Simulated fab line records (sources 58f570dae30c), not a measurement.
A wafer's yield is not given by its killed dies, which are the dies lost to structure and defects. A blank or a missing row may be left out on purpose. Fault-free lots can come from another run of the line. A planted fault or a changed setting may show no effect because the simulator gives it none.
Which tool was responsible? || flow berkeley cmos170 || 42 wafers from 14 lots sampled at 7 of the route's 331 steps

WHAT THE GAUGES READ, wafer by wafer
UCB170_NSD_TW_MEAS_10.
{"lot": "L600", "measured": "day 7 02:44", "on": "film metro-04", "NSD_TW": "4127 4092 4083"}
{"lot": "L603", "measured": "day 7 12:23", "on": "film metro-01", "NSD_TW": "4223 4224 4220"}
{"lot": "L602", "measured": "day 7 12:10", "on": "film metro-04", "NSD_TW": "4093 4111 4127"}
{"lot": "L604", "measured": "day 7 12:40", "on": "film metro-01", "NSD_TW": "4194 4220 4208"}
{"lot": "L606", "measured": "day 8 05:39", "on": "film metro-03", "NSD_TW": "4192 4207 4188"}
{"lot": "L609", "measured": "day 8 20:25", "on": "film metro-01", "NSD_TW": "4252 4247 4218"}
{"lot": "L608", "measured": "day 8 20:40", "on": "film metro-01", "NSD_TW": "4244 4237 4235"}
{"lot": "L610", "measured": "day 9 07:46", "on": "film metro-04", "NSD_TW": "29 29 29"}
{"lot": "L611", "measured": "day 9 07:57", "on": "film metro-03", "NSD_TW": "30 30 30"}
{"lot": "L614", "measured": "day 10 09:45", "on": "film metro-01", "NSD_TW": "4266 4262 4242"}
{"lot": "L617", "measured": "day 10 20:57", "on": "film metro-03", "NSD_TW": "4171 4172 4212"}
{"lot": "L618", "measured": "day 10 21:00", "on": "film metro-01", "NSD_TW": "4235 4214 4260"}
{"lot": "L619", "measured": "day 11 06:40", "on": "film metro-03", "NSD_TW": "4197 4177 4176"}
{"lot": "L620", "measured": "day 11 21:16", "on": "film metro-03", "NSD_TW": "4165 4188 4197"}

UCB170_SDANNEAL_RS_MEAS_03: measures by four-point-probe.
{"lot": "L600", "measured": "day 7 04:17", "on": "film metro-04", "NSD_RS (ohm/sq)": "37.39 37.43 37.37"}
{"lot": "L603", "measured": "day 7 13:46", "on": "film metro-03", "NSD_RS (ohm/sq)": "37.17 37.24 37.21"}
{"lot": "L602", "measured": "day 7 13:23", "on": "film metro-04", "NSD_RS (ohm/sq)": "37.27 37.20 37.31"}
{"lot": "L604", "measured": "day 7 13:58", "on": "film metro-04", "NSD_RS (ohm/sq)": "37.13 37.19 37.17"}
{"lot": "L606", "measured": "day 8 07:01", "on": "film metro-01", "NSD_RS (ohm/sq)": "37.17 37.27 37.20"}
{"lot": "L609", "measured": "day 8 21:47", "on": "film metro-03", "NSD_RS (ohm/sq)": "37.14 37.18 37.22"}
{"lot": "L608", "measured": "day 8 22:03", "on": "film metro-04", "NSD_RS (ohm/sq)": "37.41 37.35 37.32"}
{"lot": "L610", "measured": "day 9 09:20", "on": "film metro-01", "NSD_RS (ohm/sq)": "132.80 132.66 132.64"}
{"lot": "L611", "measured": "day 9 09:12", "on": "film metro-04", "NSD_RS (ohm/sq)": "133.11 132.90 132.82"}
{"lot": "L614", "measured": "day 10 11:06", "on": "film metro-01", "NSD_RS (ohm/sq)": "37.17 37.32 37.14"}
{"lot": "L617", "measured": "day 10 22:17", "on": "film metro-03", "NSD_RS (ohm/sq)": "37.24 37.25 37.23"}
{"lot": "L618", "measured": "day 10 22:38", "on": "film metro-01", "NSD_RS (ohm/sq)": "37.25 37.25 37.27"}
{"lot": "L619", "measured": "day 11 07:53", "on": "film metro-04", "NSD_RS (ohm/sq)": "37.38 37.37 37.34"}
{"lot": "L620", "measured": "day 11 22:31", "on": "film metro-03", "NSD_RS (ohm/sq)": "37.25 37.17 37.17"}

UCB170_V1_THK_MEAS_04.
{"lot": "L600", "measured": "day 7 19:50", "on": "film metro-04", "V1_POLISHED_THK (nm)": "1002.2 1001.9 1001.4"}
{"lot": "L603", "measured": "day 8 03:09", "on": "film metro-04", "V1_POLISHED_THK (nm)": "1000.3 998.6 999.5"}
{"lot": "L602", "measured": "day 8 02:51", "on": "film metro-03", "V1_POLISHED_THK (nm)": "998.4 998.5 999.1"}
{"lot": "L604", "measured": "day 8 03:09", "on": "film metro-03", "V1_POLISHED_THK (nm)": "998.1 997.9 998.8"}
{"lot": "L606", "measured": "day 8 20:26", "on": "film metro-03", "V1_POLISHED_THK (nm)": "1001.1 1001.5 1000.0"}
{"lot": "L609", "measured": "day 9 13:18", "on": "film metro-02", "V1_POLISHED_THK (nm)": "999.6 999.4 1000.0"}
{"lot": "L608", "measured": "day 9 13:19", "on": "film metro-03", "V1_POLISHED_THK (nm)": "998.2 1000.5 998.4"}
{"lot": "L614", "measured": "day 11 00:49", "on": "film metro-02", "V1_POLISHED_THK (nm)": "1000.5 999.9 999.8"}
{"lot": "L617", "measured": "day 11 09:19", "on": "film metro-04", "V1_POLISHED_THK (nm)": "1000.3 1001.8 998.1"}
{"lot": "L618", "measured": "day 11 09:29", "on": "film metro-02", "V1_POLISHED_THK (nm)": "1001.5 999.4 1002.2"}
{"lot": "L619", "measured": "day 11 21:32", "on": "film metro-02", "V1_POLISHED_THK (nm)": "999.0 998.8 1000.0"}
{"lot": "L620", "measured": "day 12 11:29", "on": "film metro-02", "V1_POLISHED_THK (nm)": "1001.7 1002.0 1001.3"}

UCB170_M3_BOW_MEAS_20.
{"lot": "L600", "measured": "day 8 06:34", "on": "film metro-03", "M3_BOW (um)": "34 32 26"}
{"lot": "L603", "measured": "day 8 14:16", "on": "film metro-03", "M3_BOW (um)": "34 42 31"}
{"lot": "L602", "measured": "day 8 13:06", "on": "film metro-04", "M3_BOW (um)": "30 35 36"}
{"lot": "L604", "measured": "day 8 13:58", "on": "film metro-04", "M3_BOW (um)": "43 36 40"}
{"lot": "L606", "measured": "day 9 08:25", "on": "film metro-03", "M3_BOW (um)": "31 26 36"}
{"lot": "L609", "measured": "day 10 04:59", "on": "film metro-01", "M3_BOW (um)": "41 52 57"}
{"lot": "L608", "measured": "day 10 02:28", "on": "film metro-01", "M3_BOW (um)": "25 46 32"}
{"lot": "L614", "measured": "day 11 12:05", "on": "film metro-01", "M3_BOW (um)": "43 35 42"}
{"lot": "L617", "measured": "day 11 19:20", "on": "film metro-03", "M3_BOW (um)": "36 41 43"}
{"lot": "L618", "measured": "day 11 20:10", "on": "film metro-01", "M3_BOW (um)": "49 25 41"}
{"lot": "L619", "measured": "day 12 07:05", "on": "film metro-03", "M3_BOW (um)": "40 37 41"}
{"lot": "L620", "measured": "day 13 00:16", "on": "film metro-03", "M3_BOW (um)": "41 27 24"}

WHICH TOOL RAN EACH LOT (tool, then ch and the chambers of the sampled wafers, then the start)
{"lot": "L600", "UCB170_PSD_STRIP_09": "plasma asher-01 ch 0,1, day 7 00:58", "UCB170_NSD_IMPLANT_08": "implanter-02 ch 0, day 7 02:29", "UCB170_NSD_STRIP_09": "plasma asher-03 ch 0, day 7 02:38"}
{"lot": "L603", "UCB170_PSD_STRIP_09": "plasma asher-04 ch 0,1, day 7 09:49", "UCB170_NSD_IMPLANT_08": "implanter-01 ch 0, day 7 12:08", "UCB170_NSD_STRIP_09": "plasma asher-04 ch 0,1, day 7 12:17"}
{"lot": "L602", "UCB170_PSD_STRIP_09": "plasma asher-01 ch 0,1, day 7 10:00", "UCB170_NSD_IMPLANT_08": "implanter-02 ch 0, day 7 11:55", "UCB170_NSD_STRIP_09": "plasma asher-02 ch 0,1, day 7 12:04"}
{"lot": "L604", "UCB170_PSD_STRIP_09": "plasma asher-04 ch 0,1, day 7 10:25", "UCB170_NSD_IMPLANT_08": "implanter-02 ch 0, day 7 12:25", "UCB170_NSD_STRIP_09": "plasma asher-03 ch 0,1, day 7 12:34"}
{"lot": "L606", "UCB170_PSD_STRIP_09": "plasma asher-04 ch 0,1, day 8 03:11", "UCB170_NSD_IMPLANT_08": "implanter-03 ch 0, day 8 05:24", "UCB170_NSD_STRIP_09": "plasma asher-02 ch 0,1, day 8 05:33"}
{"lot": "L609", "UCB170_PSD_STRIP_09": "plasma asher-01 ch 0,1, day 8 18:39", "UCB170_NSD_IMPLANT_08": "implanter-03 ch 0, day 8 20:10", "UCB170_NSD_STRIP_09": "plasma asher-02 ch 0,1, day 8 20:19"}
{"lot": "L608", "UCB170_PSD_STRIP_09": "plasma asher-04 ch 0,1, day 8 18:46", "UCB170_NSD_IMPLANT_08": "implanter-02 ch 0, day 8 20:26", "UCB170_NSD_STRIP_09": "plasma asher-02 ch 0,1, day 8 20:34"}
{"lot": "L610", "UCB170_PSD_STRIP_09": "plasma asher-02 ch 0,1, day 9 06:05", "UCB170_NSD_IMPLANT_08": "implanter-02, day 9 07:32", "UCB170_NSD_STRIP_09": "plasma asher-04 ch 0,1, day 9 07:40"}
{"lot": "L611", "UCB170_PSD_STRIP_09": "plasma asher-01 ch 0,1, day 9 06:13", "UCB170_NSD_IMPLANT_08": "implanter-03, day 9 07:43", "UCB170_NSD_STRIP_09": "plasma asher-03 ch 0,1, day 9 07:50"}
{"lot": "L614", "UCB170_PSD_STRIP_09": "plasma asher-02 ch 0,1, day 10 05:15", "UCB170_NSD_IMPLANT_08": "implanter-02 ch 0, day 10 09:30", "UCB170_NSD_STRIP_09": "plasma asher-02 ch 0,1, day 10 09:39"}
{"lot": "L617", "UCB170_PSD_STRIP_09": "plasma asher-02 ch 1, day 10 17:03", "UCB170_NSD_IMPLANT_08": "implanter-01 ch 0, day 10 20:37", "UCB170_NSD_STRIP_09": "plasma asher-04 ch 0,1, day 10 20:44"}
{"lot": "L618", "UCB170_PSD_STRIP_09": "plasma asher-04 ch 0,1, day 10 17:20", "UCB170_NSD_IMPLANT_08": "implanter-03 ch 0, day 10 20:45", "UCB170_NSD_STRIP_09": "plasma asher-02 ch 0,1, day 10 20:53"}
{"lot": "L619", "UCB170_PSD_STRIP_09": "plasma asher-04 ch 0,1, day 11 01:43", "UCB170_NSD_IMPLANT_08": "implanter-03 ch 0, day 11 06:25", "UCB170_NSD_STRIP_09": "plasma asher-04 ch 0,1, day 11 06:34"}
{"lot": "L620", "UCB170_PSD_STRIP_09": "plasma asher-02 ch 0,1, day 11 19:28", "UCB170_NSD_IMPLANT_08": "implanter-02 ch 0, day 11 21:01", "UCB170_NSD_STRIP_09": "plasma asher-04 ch 0,1, day 11 21:10"}
- UCB170_PSD_STRIP_09: strips in O2.
- UCB170_NSD_IMPLANT_08
- UCB170_NSD_STRIP_09: strips in O2.

AS READ BY THE TOOLS THEMSELVES (means over the sampled wafers that have a number; for cases with no such wafer, the mark the record gives instead)
UCB170_PSD_STRIP_09.
{"lot": "L600", "tool": "plasma asher-01", "drypump motor current A (A)": 6.1, "oes product au (a.u.)": 0.599, "strip time to endpoint s (s)": 29.45}
{"lot": "L603", "tool": "plasma asher-04", "drypump motor current A (A)": 5.1, "oes product au (a.u.)": 0.598, "strip time to endpoint s (s)": 29.50}
{"lot": "L602", "tool": "plasma asher-01", "drypump motor current A (A)": 5.7, "oes product au (a.u.)": 0.600, "strip time to endpoint s (s)": 29.33}
{"lot": "L604", "tool": "plasma asher-04", "drypump motor current A (A)": 5.2, "oes product au (a.u.)": 0.597, "strip time to endpoint s (s)": 29.37}
{"lot": "L606", "tool": "plasma asher-04", "drypump motor current A (A)": 5.1, "oes product au (a.u.)": 0.598, "strip time to endpoint s (s)": 29.40}
{"lot": "L609", "tool": "plasma asher-01", "drypump motor current A (A)": 5.7, "oes product au (a.u.)": 0.603, "strip time to endpoint s (s)": 29.41}
{"lot": "L608", "tool": "plasma asher-04", "drypump motor current A (A)": 5.1, "oes product au (a.u.)": 0.600, "strip time to endpoint s (s)": 29.49}
{"lot": "L610", "tool": "plasma asher-02", "drypump motor current A (A)": 6.2, "oes product au (a.u.)": 0.598, "strip time to endpoint s (s)": 29.44}
{"lot": "L611", "tool": "plasma asher-01", "drypump motor current A (A)": 6.1, "oes product au (a.u.)": 0.600, "strip time to endpoint s (s)": 29.33}
{"lot": "L614", "tool": "plasma asher-02", "drypump motor current A (A)": 6.2, "oes product au (a.u.)": 0.598, "strip time to endpoint s (s)": 29.41}
{"lot": "L617", "tool": "plasma asher-02", "drypump motor current A (A)": 5.8, "oes product au (a.u.)": 0.596, "strip time to endpoint s (s)": 29.45}
{"lot": "L618", "tool": "plasma asher-04", "drypump motor current A (A)": 5.2, "oes product au (a.u.)": 0.603, "strip time to endpoint s (s)": 29.36}
{"lot": "L619", "tool": "plasma asher-04", "drypump motor current A (A)": 5.1, "oes product au (a.u.)": 0.604, "strip time to endpoint s (s)": 29.30}
{"lot": "L620", "tool": "plasma asher-02", "drypump motor current A (A)": 6.2, "oes product au (a.u.)": 0.606, "strip time to endpoint s (s)": 29.42}

UCB170_NSD_IMPLANT_08.
{"lot": "L600", "tool": "implanter-02", "beam energy keV": 40.001, "beam on s (s)": 9.94}
{"lot": "L603", "tool": "implanter-01", "beam energy keV": 39.999, "beam on s (s)": 9.94}
{"lot": "L602", "tool": "implanter-02", "beam energy keV": 39.985, "beam on s (s)": 10.10}
{"lot": "L604", "tool": "implanter-02", "beam energy keV": 40.003, "beam on s (s)": 9.92}
{"lot": "L606", "tool": "implanter-03", "beam energy keV": 39.995, "beam on s (s)": 9.90}
{"lot": "L609", "tool": "implanter-03", "beam energy keV": 40.001, "beam on s (s)": 9.68}
{"lot": "L608", "tool": "implanter-02", "beam energy keV": 40.011, "beam on s (s)": 9.97}
{"lot": "L610", "tool": "implanter-02", "beam energy keV": "-", "beam on s (s)": "-"}
{"lot": "L611", "tool": "implanter-03", "beam energy keV": "-", "beam on s (s)": "-"}
{"lot": "L614", "tool": "implanter-02", "beam energy keV": 39.990, "beam on s (s)": 10.03}
{"lot": "L617", "tool": "implanter-01", "beam energy keV": 39.988, "beam on s (s)": 9.85}
{"lot": "L618", "tool": "implanter-03", "beam energy keV": 40.026, "beam on s (s)": 10.21}
{"lot": "L619", "tool": "implanter-03", "beam energy keV": 39.995, "beam on s (s)": 10.02}
{"lot": "L620", "tool": "implanter-02", "beam energy keV": 40.001, "beam on s (s)": 9.76}

UCB170_NSD_STRIP_09.
{"lot": "L600", "tool": "plasma asher-03", "drypump motor current A (A)": 5.6, "oes product au (a.u.)": 0.534, "strip time to endpoint s (s)": 35.68}
{"lot": "L603", "tool": "plasma asher-04", "drypump motor current A (A)": 5.2, "oes product au (a.u.)": 0.532, "strip time to endpoint s (s)": 35.99}
{"lot": "L602", "tool": "plasma asher-02", "drypump motor current A (A)": 6.1, "oes product au (a.u.)": 0.533, "strip time to endpoint s (s)": 35.76}
{"lot": "L604", "tool": "plasma asher-03", "drypump motor current A (A)": 5.6, "oes product au (a.u.)": 0.538, "strip time to endpoint s (s)": 35.72}
{"lot": "L606", "tool": "plasma asher-02", "drypump motor current A (A)": 6.2, "oes product au (a.u.)": 0.534, "strip time to endpoint s (s)": 35.76}
{"lot": "L609", "tool": "plasma asher-02", "drypump motor current A (A)": 6.0, "oes product au (a.u.)": 0.534, "strip time to endpoint s (s)": 35.93}
{"lot": "L608", "tool": "plasma asher-02", "drypump motor current A (A)": 6.0, "oes product au (a.u.)": 0.534, "strip time to endpoint s (s)": 35.69}
{"lot": "L610", "tool": "plasma asher-04", "drypump motor current A (A)": 5.1, "oes product au (a.u.)": 0.732, "strip time to endpoint s (s)": 21.73}
{"lot": "L611", "tool": "plasma asher-03", "drypump motor current A (A)": 5.6, "oes product au (a.u.)": 0.734, "strip time to endpoint s (s)": 21.68}
{"lot": "L614", "tool": "plasma asher-02", "drypump motor current A (A)": 6.0, "oes product au (a.u.)": 0.536, "strip time to endpoint s (s)": 35.83}
{"lot": "L617", "tool": "plasma asher-04", "drypump motor current A (A)": 5.2, "oes product au (a.u.)": 0.534, "strip time to endpoint s (s)": 35.91}
{"lot": "L618", "tool": "plasma asher-02", "drypump motor current A (A)": 6.0, "oes product au (a.u.)": 0.536, "strip time to endpoint s (s)": 35.93}
{"lot": "L619", "tool": "plasma asher-04", "drypump motor current A (A)": 5.2, "oes product au (a.u.)": 0.533, "strip time to endpoint s (s)": 35.78}
{"lot": "L620", "tool": "plasma asher-04", "drypump motor current A (A)": 5.2, "oes product au (a.u.)": 0.538, "strip time to endpoint s (s)": 35.87}

THE ANSWER, worked out from the rows above alone
Rule: what is usual is taken from the lots themselves. The widest of any qualifying gaps counts: lots, ordered by their means at a reading, are off when they make up no more than a third of the lots, leave a main group of 4 or more, and stand apart from it by 3 or more times the standard deviation of that group's means. Not used: any main group whose means are identical at the precision the tables above print for the reading. A lot without any number at a reading at which 4 lots or more have one is off too. All remaining lots with rows at the step are treated as sound. The gauges are gone through in route order, then the tools' own readings, and for those a lot's mean is taken as printed above. At the first step where some lot is off, the reading lying furthest off is the one used; lots without a number count as furthest.
Off: L610, L611, seen at UCB170_NSD_TW_MEAS_10 (NSD_TW). Mean 4197 and standard deviation 47 in the main group.
A tool fits if, at a process step before that reading, it ran every lot that is off, and no sound lot after the first of them. The gauges at UCB170_NSD_TW_MEAS_10 aren't tried: what is off there is off at UCB170_NSD_IMPLANT_08 too, on other tools, and a gauge's error can't cause that. None of those tried fits.

WHAT THE SIMULATOR PUT IN
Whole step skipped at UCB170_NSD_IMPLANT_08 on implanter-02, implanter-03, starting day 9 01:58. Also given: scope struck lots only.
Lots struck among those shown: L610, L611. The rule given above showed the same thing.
